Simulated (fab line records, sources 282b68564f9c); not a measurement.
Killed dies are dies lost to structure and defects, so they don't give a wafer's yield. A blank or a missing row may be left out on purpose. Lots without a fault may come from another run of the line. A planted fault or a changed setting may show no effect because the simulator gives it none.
fab line records | flow rit_cmos
record lots=5 wafers=15 last_day=6
route steps=202 shown M1@184
lots that met no fault: from a run of the same line without faults
start_h: hours from the record's first day to the start of the lot's first wafer shown | wait_h: hours since the lot's step before | " the same as in the row above | L1.1+2: a row that stands for several wafers | - no value, or no start given | * or withheld: withheld | < > ~ a bound
route shown NAME@n: a module of which the file shows steps, and the number in the route of the first | usual: mean/standard deviation of fault-free wafers | same: alike in all rows | chamber/n: place in a boat | sites: the reading at each site | _std_site: their standard deviation | _edge_site: outer sites' mean less inner sites' | radius_mm: how far each site lies from the wafer's centre | mask NAME#n: copy n | behind: the tool/chamber that last shaped the wafer | hold: why the lot was held/for how many hours/how that ended | device: the transistor (n, p or np) that didn't switch | end of line: the same wafers' tests at the end of the route | a step without rows: its recipe alone | killed: dies lost to structure and defects at the first sort, not the wafer's yield | map: a wafer's dies, x killed, . not, _ none there
set.NAME: the setting as run; set.NAME@STEP: as run at that earlier step | model.NAME: the simulator's own value behind a step, which no gauge read
lots at some steps of the route; a table a step, a row a wafer
services: from which hour (start_h, from the record's first day; less than 0 if before it) a tool's chamber was out of use, for how many hours, and why
## steps
# step RIT_M1_SPUTTER_00
# recipe material=Al target_thk_nm=400 power_w=2000 chamber_pressure_pa=0.4 gas=Ar time_s=500 substrate_temp_c=25
# usual throttle_valve_pct=29.4/0.87
# columns lot.wafer tool chamber start_h wait_h throttle_valve_pct
L281.2 pvd_sputter-02 - 84.53 0.0 27.5
L281.3 " - " " 29.3
L281.5 " - " " 29.5
L283.1 pvd_sputter-02 - 96.56 0.0 29.6
L283.4 " - " " 29.9
L283.6 " - " " 29.4
L285.1 pvd_sputter-01 - 102.29 0.0 30.2
L285.2 " - " " 28.5
L285.6 " - " " 30.2
L288.4 pvd_sputter-01 - 119.74 0.0 30.1
L288.5 " - " " 30.1
L288.6 " - " " 30.4
L294.3 pvd_sputter-02 - 150.07 0.0 29.3
L294.4 " - " " 27.3
L294.6 " - " " 29.6
# step RIT_M1_RS_MEAS_01
# recipe thk_meas_gauge=four-point-probe reads=Al_of_M1_SPUTTER_00
# usual M1_AL_RS=0.0736/0.00056
# columns lot.wafer tool chamber start_h wait_h M1_AL_RS[ohm/sq]
L281.2 film_metro-01 - 84.85 0.2 0.0740
L281.3 " - " " 0.0737
L281.5 " - " " 0.0740
L283.1 film_metro-02 - 96.86 0.1 0.0739
L283.4 " - " " 0.0737
L283.6 " - " " 0.0739
L285.1 film_metro-01 - 102.59 0.1 0.0741
L285.2 " - " " 0.0739
L285.6 " - " " 0.0740
L288.4 film_metro-01 - 120.09 0.2 0.0737
L288.5 " - " " 0.0735
L288.6 " - " " 0.0736
L294.3 film_metro-01 - 150.40 0.2 0.0733
L294.4 " - " " 0.0740
L294.6 " - " " 0.0739
# step RIT_M1_THK_MEAS_02
# recipe thk_meas_gauge=xrf reads=Al_of_M1_SPUTTER_00
# usual M1_AL_THK=409/4.1
# columns lot.wafer tool chamber start_h wait_h M1_AL_THK[nm]
L281.2 film_metro-01 - 84.96 0.1 409
L281.3 " - " " 410
L281.5 " - " " 408
L283.1 film_metro-02 - 96.98 0.1 411
L283.4 " - " " 412
L283.6 " - " " 410
L285.1 film_metro-01 - 102.71 0.1 405
L285.2 " - " " 403
L285.6 " - " " 411
L288.4 film_metro-01 - 120.18 0.1 408
L288.5 " - " " 412
L288.6 " - " " 411
L294.3 film_metro-01 - 150.50 0.1 414
L294.4 " - " " 409
L294.6 " - " " 410
# step RIT_M1_HMDS_03
# recipe prime_time_s=60 prime_temp_c=140
# step RIT_M1_COAT_04
# recipe resist=NOVOLAK spin_rpm=2000 resist_thk_nm=1300
# step RIT_M1_SOFTBAKE_05
# recipe resist=NOVOLAK temp_c=90 time_s=60
# step RIT_M1_EXPOSE_06
# recipe mask_id=M12 na=0.6 source_shape=conventional sigma_outer=0.5 target_cd_nm=2600 dose_mj=250
# step RIT_M1_PEB_07
# recipe resist=NOVOLAK temp_c=withheld time_s=withheld
# step RIT_M1_DEVELOP_08
# recipe resist=NOVOLAK develop_time_s=68 dev_temp_c=23
# step RIT_M1_CD_MEAS_09
# recipe target_cd_nm=2600
# usual cd_nm=2600.7/1.6
# columns lot.wafer tool chamber start_h wait_h cd_nm
L281.2 cd_sem-01 - 86.11 - 2601.9
L281.3 " - " " 2599.7
L281.5 " - " " 2600.2
L283.1 cd_sem-01 - 98.00 - 2599.3
L283.4 " - " " 2600.2
L283.6 " - " " 2600.3
L285.1 cd_sem-02 - 103.81 - 2603.9
L285.2 " - " " 2602.9
L285.6 " - " " 2603.5
L288.4 cd_sem-02 - 121.22 - 2602.4
L288.5 " - " " 2602.1
L288.6 " - " " 2599.6
L294.3 cd_sem-01 - 151.58 - 2600.7
L294.4 " - " " 2598.7
L294.6 " - " " 2599.4
# step RIT_M1_OVL_MEAS_10
# usual M1_OVL=-1.2/1.3
# columns lot.wafer tool chamber start_h wait_h M1_OVL[nm]
L281.2 overlay-02 - 86.22 0.1 -0.7
L281.3 " - " " -2.5
L281.5 " - " " -2.6
L283.1 overlay-02 - 98.12 0.1 -0.8
L283.4 " - " " -0.4
L283.6 " - " " -1.6
L285.1 overlay-02 - 103.93 0.1 0.7
L285.2 " - " " 1.7
L285.6 " - " " 0.8
L288.4 overlay-01 - 121.30 0.1 1.1
L288.5 " - " " 0.9
L288.6 " - " " 1.2
L294.3 overlay-02 - 151.68 0.1 -2.1
L294.4 " - " " -0.9
L294.6 " - " " -2.5
# step RIT_M1_HARDBAKE_11
# recipe resist=NOVOLAK temp_c=140 time_s=120
# step RIT_M1_METAL_ETCH_12
# recipe stop_on=SiO2 chemistry=Cl2/BCl3 target=Al time_s=165 over_etch_frac=0.5 pressure_mtorr=100 target_depth_a=6000 rf_w=250 Cl2_flow_sccm=60 bcl3_flow_sccm=50
# usual drypump_motor_current_A=5.9/0.54 he_backside_leak_sccm=3.26/0.22 oes_product_au=0.779/0.016 over_etch_frac=0.5/0 throttle_valve_pct=8.27/0.1
# columns lot.wafer tool chamber start_h wait_h drypump_motor_current_A he_backside_leak_sccm oes_product_au over_etch_frac rf_hours_counter_h throttle_valve_pct model.NOVOLAK_of_M1_COAT_04.thk_nm
L281.2 rie_metal-01 1 86.50 0.2 6.2 3.31 0.779 0.5 4 8.19 797.9
L281.3 " 1 " " 6.2 3.38 0.784 0.5 - 8.18 793.9
L281.5 " 1 " " 6.2 3.43 0.794 0.5 - 8.20 797.3
L283.1 rie_metal-02 0 98.51 0.2 6.3 3.13 0.800 0.5 1 8.12 807.5
L283.4 " 0 " " 6.3 3.26 0.797 0.5 - 8.11 811.3
L283.6 " 0 " " 6.3 3.13 0.795 0.5 - 8.12 809.8
L285.1 rie_metal-01 1 104.21 0.2 6.2 3.64 0.848 0.31977 4 8.19 841.5
L285.2 " 0 " " 4.9 3.52 0.771 0.5 5 8.36 805.7
L285.6 " 0 " " 4.9 3.56 0.762 0.5 - 8.35 806.2
L288.4 rie_metal-03 1 121.62 0.1 6.2 3.16 0.783 0.5 - 8.30 813
L288.5 " 0 " " 6.0 3.15 0.773 0.5 - 8.41 816.7
L288.6 " 1 " " 6.2 3.10 0.779 0.5 - 8.29 814.9
L294.3 rie_metal-02 0 152.06 0.2 6.3 2.75 0.803 0.5 - 8.12 808.9
L294.4 " 1 " " 6.2 3.38 0.743 0.5 - 8.22 802.8
L294.6 " 1 " " 6.2 3.40 0.752 0.5 - 8.22 799.7
# step RIT_M1_STRIP_13
# recipe chemistry=nmp resist=NOVOLAK temp_c=80 time_s=600 dry=n2_spin
# step RIT_M1_PROBE_99
# usual defect_limited_yield=97.4/1.1 killed_at_contacts=0.1/0.31 killed_at_front_end=7/3 killed_dies=7/3 killed_open=3.2/1.9 killed_short=3.6/2.2 sort_bin_3_pad_short=0.1/0.24 sort_bin_5_function=1.5/0.78 sort_bin_6_memory=1.0/0.66 sort_n_pass=257/3 sort_yield_pct=97.4/1.1
# same gross_dies=264 killed_at_M0_to_M3=0 killed_at_M4_up=0 killed_at_back_side=0 killed_at_other=0
# columns lot.wafer tool chamber start_h wait_h defect_limited_yield[%] killed_at_contacts killed_at_front_end killed_dies killed_open killed_short sort_bin_3_pad_short[%] sort_bin_5_function[%] sort_bin_6_memory[%] sort_n_pass sort_yield_pct[%]
L281.2 prober-01 - 88.81 0.1 97.3 0 7 7 4 3 0 1.1 1.5 257 97.3
L281.3 prober-01 - 88.86 0.2 96.2 0 10 10 5 5 0 2.3 1.5 254 96.2
L281.5 prober-01 - 88.96 0.2 96.2 0 10 10 5 5 0 3.0 0.8 254 96.2
L283.1 prober-01 - 100.94 0.1 98.1 0 5 5 2 3 0 1.1 0.8 259 98.1
L283.4 prober-01 - 101.09 0.2 97.7 2 4 6 4 2 0 1.9 0.4 258 97.7
L283.6 prober-01 - 101.19 0.2 96.6 0 9 9 3 6 0.8 2.3 0.4 255 96.6
L285.1 prober-02 - 106.48 0.1 98.5 0 4 4 1 3 0 0.8 0.8 260 98.5
L285.2 prober-02 - 106.53 0.1 97.0 0 8 8 2 6 0 1.5 1.5 256 97.0
L285.6 prober-02 - 106.73 0.2 98.1 0 5 5 3 2 0 1.5 0.4 259 98.1
L288.4 prober-02 - 124.14 0.2 94.7 1 13 14 5 9 0.4 3.0 1.9 250 94.7
L288.5 prober-02 - 124.19 0.2 97.7 0 6 6 5 1 0 1.9 0.4 258 97.7
L288.6 prober-02 - 124.24 0.2 98.1 0 5 5 3 2 0 1.5 0.4 259 98.1
L294.3 prober-02 - 154.36 0.2 97.7 0 6 6 2 4 0.4 1.1 0.8 258 97.7
L294.4 prober-02 - 154.41 0.2 97.0 0 8 8 1 7 0 1.1 1.9 256 97.0
L294.6 prober-02 - 154.51 0.2 97.7 0 6 6 3 3 0.4 0.4 1.5 258 97.7
# killed by level:class
L281.2 FOX1:geometric_particle:open=2 FOX1:geometric_particle:short=2 GATE:geometric_particle:open=2 GATE:geometric_particle:short=1
L281.3 GATE:geometric_particle:open=2 SPACER:geometric_particle:short=2 SPACER:geometric_particle:open=2 FOX2:geometric_particle:short=1 GATE:geometric_particle:short=1 REOX:geometric_particle:short=1 REOX:geometric_particle:open=1
L281.5 GATE:geometric_particle:open=2 GATE:geometric_particle:short=2 FOX2:geometric_particle:short=1 FOX2:geometric_particle:open=1 SPACER:geometric_particle:open=1 SPACER:geometric_particle:short=1 SILICIDE:geometric_particle:short=1 SILICIDE:geometric_particle:open=1
L283.1 FOX1:geometric_particle:short=1 GATE:geometric_particle:open=1 REOX:geometric_particle:short=1 REOX:geometric_particle:open=1 SPACER:geometric_particle:short=1
L283.4 FOX1:geometric_particle:open=2 CONTACT:geometric_particle:open=2 GATE:geometric_particle:short=1 REOX:geometric_particle:short=1
L283.6 GATE:geometric_particle:short=2 REOX:geometric_particle:short=2 ACTIVE:geometric_particle:short=1 FOX1:geometric_particle:short=1 FOX2:geometric_particle:open=1 REOX:geometric_particle:open=1 SILICIDE:geometric_particle:open=1
L285.1 GATE:geometric_particle:short=2 GATE:geometric_particle:open=1 SILICIDE:geometric_particle:short=1
L285.2 GATE:geometric_particle:short=3 FOX1:geometric_particle:short=2 FOX2:geometric_particle:short=1 FOX2:geometric_particle:open=1 SILICIDE:geometric_particle:open=1
L285.6 FOX1:geometric_particle:open=1 GATE:geometric_particle:open=1 GATE:geometric_particle:short=1 REOX:geometric_particle:short=1 REOX:geometric_particle:open=1
L288.4 FOX2:geometric_particle:short=4 FOX1:geometric_particle:short=3 GATE:geometric_particle:short=2 FOX1:geometric_particle:open=1 FOX2:geometric_particle:open=1 GATE:geometric_particle:open=1 SILICIDE:geometric_particle:open=1 CONTACT:geometric_particle:open=1
L288.5 FOX1:geometric_particle:open=3 GATE:geometric_particle:open=1 REOX:geometric_particle:short=1 SPACER:geometric_particle:open=1
L288.6 GATE:geometric_particle:short=2 FOX2:geometric_particle:open=1 GATE:geometric_particle:open=1 REOX:geometric_particle:open=1
L294.3 REOX:geometric_particle:short=2 GATE:geometric_particle:short=1 REOX:geometric_particle:open=1 SPACER:geometric_particle:short=1 SPACER:geometric_particle:open=1
L294.4 SPACER:geometric_particle:short=4 FOX2:geometric_particle:short=1 FOX2:geometric_particle:open=1 GATE:geometric_particle:short=1 REOX:geometric_particle:short=1
L294.6 REOX:geometric_particle:open=3 GATE:geometric_particle:short=2 FOX2:geometric_particle:short=1
## services
# columns tool chamber start_h hours kind
rie_metal-02 1 84.95 27.4 repair
rie_metal-01 1 113.16 18.3 repair
rie_metal-03 - 115.71 0.7 repair
rie_metal-03 - 136.12 20.0 pm
rie_metal-03 0 136.12 20.0 vent_cycle
rie_metal-03 1 136.12 20.0 vent_cycle
## key
first_sign step=RIT_M1_METAL_ETCH_12 reading=over_etch_frac direction=down sigmas=99+ usual=0.5 struck=0.31977
effect step=RIT_M1_METAL_ETCH_12 reading=oes_product_au direction=up sigmas=4.2 usual=0.779 struck=0.848
model_effect step=RIT_M1_METAL_ETCH_12 value=NOVOLAK_of_M1_COAT_04.thk_nm without=801.1 struck=841.5
met_at RIT_M1_METAL_ETCH_12
struck_wafers L285.1
onset_between 86.50 104.21
fault kind=process_parameter_drift tool=rie_metal-01 chamber=1 onset_h=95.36 steps=RIT_M1_METAL_ETCH_12 channel=over_etch_frac offset=-0.18023 shape=step end_h=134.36 stated=0.5
